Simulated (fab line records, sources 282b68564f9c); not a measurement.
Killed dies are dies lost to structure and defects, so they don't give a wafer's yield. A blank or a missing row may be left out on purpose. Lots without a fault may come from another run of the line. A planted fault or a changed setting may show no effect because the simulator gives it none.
Which tool did it? | flow rit_cmos | 14 lots, 42 wafers sampled, at 2 steps of a route of 202

WHAT THE GAUGES READ, wafer by wafer
RIT_GATE_THK_MEAS_07. Usual: GATE_OXIDE_THK 3.03 nm, standard deviation 0.064.
lot  | measured    | on            | GATE_OXIDE_THK (nm) | flag
L876 | day 2 10:53 | film_metro-03 | 3.06 3.10 3.04      |
L877 | day 2 14:50 | film_metro-01 | 3.07 3.04 3.02      |
L878 | day 2 19:23 | film_metro-02 | 3.05 3.02 3.09      |
L879 | day 3 01:03 | film_metro-03 | 3.14 3.10 3.18      |
L880 | day 3 07:10 | film_metro-01 | 3.02 3.07 3.11      |
L883 | day 3 19:59 | film_metro-03 | 3.05 3.10 3.15      |
L884 | day 4 01:23 | film_metro-03 | 3.03 2.99 2.99      |
L887 | day 4 16:49 | film_metro-01 | 3.13 3.08 3.09      |
L888 | day 4 22:25 | film_metro-01 | 3.10 3.06 3.03      |
L893 | day 6 01:07 | film_metro-01 | 3.08 3.01 2.99      |
L894 | day 6 04:04 | film_metro-01 | 2.37 2.38 2.41      | OFF
L895 | day 6 08:26 | film_metro-01 | 3.06 2.99 3.00      |
L898 | day 7 00:18 | film_metro-03 | 2.50 2.46 2.47      | OFF
L899 | day 7 04:31 | film_metro-02 | 3.03 3.11 3.09      |

WHICH TOOL RAN EACH LOT (tool, then ch and the chambers of the sampled wafers, then the start)
lot  | RIT_GATE_OXIDATION_05
L876 | furnace-02 ch 0, day 2 09:32
L877 | furnace-01 ch 0, day 2 13:31
L878 | furnace-01 ch 0, day 2 18:03
L879 | furnace-02 ch 0, day 2 22:47
L880 | furnace-01 ch 0, day 3 05:50
L883 | furnace-02 ch 0, day 3 18:38
L884 | furnace-01 ch 0, day 4 00:03
L887 | furnace-01 ch 0, day 4 15:29
L888 | furnace-01 ch 0, day 4 21:05
L893 | furnace-02 ch 0, day 5 22:43
L894 | furnace-02 ch 0, day 6 02:44
L895 | furnace-01 ch 0, day 6 07:07
L898 | furnace-02 ch 0, day 6 22:58
L899 | furnace-04 ch 0, day 7 03:03
- RIT_GATE_OXIDATION_05: target thk 3 nm, ox time 270 s.

WHAT THE TOOLS THEMSELVES READ (means of the sampled wafers that have a number; where no wafer has one, the mark that the record gives instead)
RIT_GATE_OXIDATION_05. Usual: spike_tc_centre_C 902.0 C, standard deviation 1.2; spike_tc_load_C 926.5 C, standard deviation 2.2; spike_tc_source_C 923.7 C, standard deviation 1.9; zone_power_load_pct 25.8 %, standard deviation 0.38.
lot  | tool       | spike_tc_centre_C (C) | spike_tc_load_C (C) | spike_tc_source_C (C) | zone_power_load_pct (%) | flag
L876 | furnace-02 | 901.7                 | 926.6               | 926.5                 | 25.5                    |
L877 | furnace-01 | 901.0                 | 924.9               | 921.9                 | 25.7                    |
L878 | furnace-01 | 901.8                 | 924.7               | 923.2                 | 25.6                    |
L879 | furnace-02 | 901.7                 | 926.2               | 926.3                 | 25.8                    |
L880 | furnace-01 | 900.9                 | 923.6               | 923.5                 | 25.6                    |
L883 | furnace-02 | 900.4                 | 926.9               | 926.5                 | 25.3                    |
L884 | furnace-01 | 901.6                 | 924.1               | 922.5                 | 25.7                    |
L887 | furnace-01 | 902.7                 | 923.8               | 922.9                 | 25.5                    |
L888 | furnace-01 | 901.8                 | 924.3               | 921.9                 | 25.6                    |
L893 | furnace-02 | 900.3                 | 927.7               | 926.1                 | 25.5                    |
L894 | furnace-02 | 884.3                 | 910.6               | 909.2                 | 24.3                    | OFF
L895 | furnace-01 | 901.1                 | 923.7               | 922.1                 | 25.5                    |
L898 | furnace-02 | 885.0                 | 910.8               | 909.7                 | 24.6                    | OFF
L899 | furnace-04 | 903.2                 | 928.9               | 923.0                 | 26.2                    |

THE ANSWER, worked out from the rows above alone
Rule: a lot is off if the mean of its wafers that have a number lies more than 3 standard deviations from the usual mean. A lot without any number at a reading at which 4 lots or more have one is off too. The other lots that the step has rows for count as sound. The gauges are gone through in route order, then the tools' own readings, and for those a lot's mean is taken as printed above. The first step at which some lot is off is used, and at that step the reading that is off furthest; a lot without a number counts as furthest.
Off: L894, L898, at RIT_GATE_THK_MEAS_07 (GATE_OXIDE_THK).
A tool fits if, at a process step before that reading, it ran every lot that is off, and no sound lot after the first of them. The gauges at RIT_GATE_THK_MEAS_07 aren't tried: what is off there is off at RIT_GATE_OXIDATION_05 too, on other tools, and a gauge's error can't cause that. One fits: furnace-02 at RIT_GATE_OXIDATION_05. Its last sound lot is L893 (day 5 22:43), its first lot that is off L894 (day 6 02:44): a fault that began between those two fits.
The tool's own readings at RIT_GATE_OXIDATION_05 bear it out: on the lots that are off they differ by more than 5 times the standard deviation of the sound lots' means. spike_tc_centre_C reads 884.6 C there against 901.5 C on the sound lots; spike_tc_load_C reads 910.7 C there against 925.5 C on the sound lots; spike_tc_source_C reads 909.5 C there against 923.9 C on the sound lots; zone_power_load_pct reads 24.5 % there against 25.6 % on the sound lots.

WHAT THE SIMULATOR HAD PUT IN
Process parameter drift: furnace-02, from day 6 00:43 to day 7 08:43, at RIT_GATE_OXIDATION_05. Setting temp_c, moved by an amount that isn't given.
Lots struck among those shown: L894, L898. The rule above found the same.
